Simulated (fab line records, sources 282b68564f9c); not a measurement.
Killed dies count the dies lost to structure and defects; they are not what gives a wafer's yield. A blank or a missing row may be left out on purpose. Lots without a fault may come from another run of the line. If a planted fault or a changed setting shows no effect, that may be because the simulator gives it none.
Problem report in the 8D (eight disciplines) form, filled by code | flow rit-cmos | the parts of the form that need people (team, actions taken, sign-off) are left out

## 1. THE ISSUE
Mean REOX_OXIDE_THK at RIT_REOX_THK_MEAS_04: 29.5 nm over 6 wafers in 2 lots; fault-free wafers: 25.3 nm, standard deviation 0.43. That is +9.8 standard deviations from the usual mean.
Seen first at day 6 06:01 on film-metro-02, wafer L845.2. The record holds 42 wafers of 14 lots with a number at this step. The rule behind "out" and "out of limits": a value lying over 4 standard deviations away from the usual mean. All remaining wafers that have a number are taken as sound.

## 2. WHAT IT IS; WHAT IT IS NOT
question                    | is                     | is not
which readings at this step | REOX_OXIDE_THK         | -
which lots                  | L845, L846             | L829, L830, L831, L832, L834, L835, L836, L842, L848, L849, L850, L852
which wafers of those lots  | all that have a number | -
read on which gauges        | film-metro-02          | film-metro-01, film-metro-04
when                        | from day 6 06:01       | up to then (24 sound wafers); but 12 sound wafers of L848, L849, L850, L852 came after

## 3. THE SUSPECTS, EACH WITH WHAT RULES IT OUT
Counting: a tool stays on the suspect list if, at a process step up to the reading, it processed all lots that are out and no sound lot following the first of them.
- the gauge at RIT_REOX_THK_MEAS_04: ruled out. All the wafers that are out were read on film-metro-02, but those of them that RIT_REOX_OXIDATION_03 has rows for are out there too, on other tools.
- furnace-04 at RIT_REOX_OXIDATION_03 (target thk 25.2 nm, ox time 5580 s): kept. It ran every lot that is out, first L845 (day 6 03:27), and no sound lot after that; its last sound lot up to then is L836 (day 4 10:03). Out on those wafers are its own readings of spike-tc-centre-C, spike-tc-source-C, tube-center-temp-C, tube_center_temp_C_max.
The count leaves furnace-04 at RIT_REOX_OXIDATION_03.

## 4. THE CAUSE (what the simulator had put in)
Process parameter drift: furnace-04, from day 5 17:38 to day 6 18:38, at RIT_REOX_OXIDATION_03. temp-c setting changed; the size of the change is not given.
After counting, this tool was the only one left.

## 5. THE EFFECT CHAIN, in route order
Each row: a reading whose mean over the struck wafers that have a number lies more than 3 standard deviations from the usual. Only readings for which the record gives a usual standard deviation are gone through. hours: the time from each lot's start at the first step in this table that gives one to its start at this step, as a median over the lots. sigmas: the change in usual standard deviations.
hours | step                  | reading                | usual    | on struck wafers | change | sigmas
0     | RIT_REOX_OXIDATION_03 | spike-tc-centre-C      | 902.7 C  | 918.0            | +15.3  | +15
0     | RIT_REOX_OXIDATION_03 | spike-tc-load-C        | 923 C    | 936              | +13    | +4.0
0     | RIT_REOX_OXIDATION_03 | spike-tc-source-C      | 923.7 C  | 939.5            | +15.8  | +12
0     | RIT_REOX_OXIDATION_03 | tube-center-temp-C     | 900.01 C | 914.94           | +14.93 | +99 or more
0     | RIT_REOX_OXIDATION_03 | tube_center_temp_C_max | 902.4    | 917.1            | +14.8  | +41
3     | RIT_REOX_THK_MEAS_04  | REOX_OXIDE_THK         | 25.3 nm  | 29.5             | +4.2   | +9.8
Here are the process steps it includes:
- RIT_REOX_OXIDATION_03: target thk 25.2 nm, ox time 5580 s.

## 6. WHAT WOULD HAVE CAUGHT IT SOONER
In this record the first reading out of limits at a measuring or inspecting step was taken at day 6 06:01, 12 hours after the fault began at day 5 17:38.
Tool's own readings at RIT_REOX_OXIDATION_03, spike-tc-centre-C, spike-tc-source-C, tube-center-temp-C, tube_center_temp_C_max: out on all struck wafers the step has rows for; an alarm limit on them would have tripped on the first.
Of the lots that are out (2), L846 began RIT_REOX_OXIDATION_03 on furnace-04 after day 6 06:01. Putting the tool on hold at that point would have spared it.
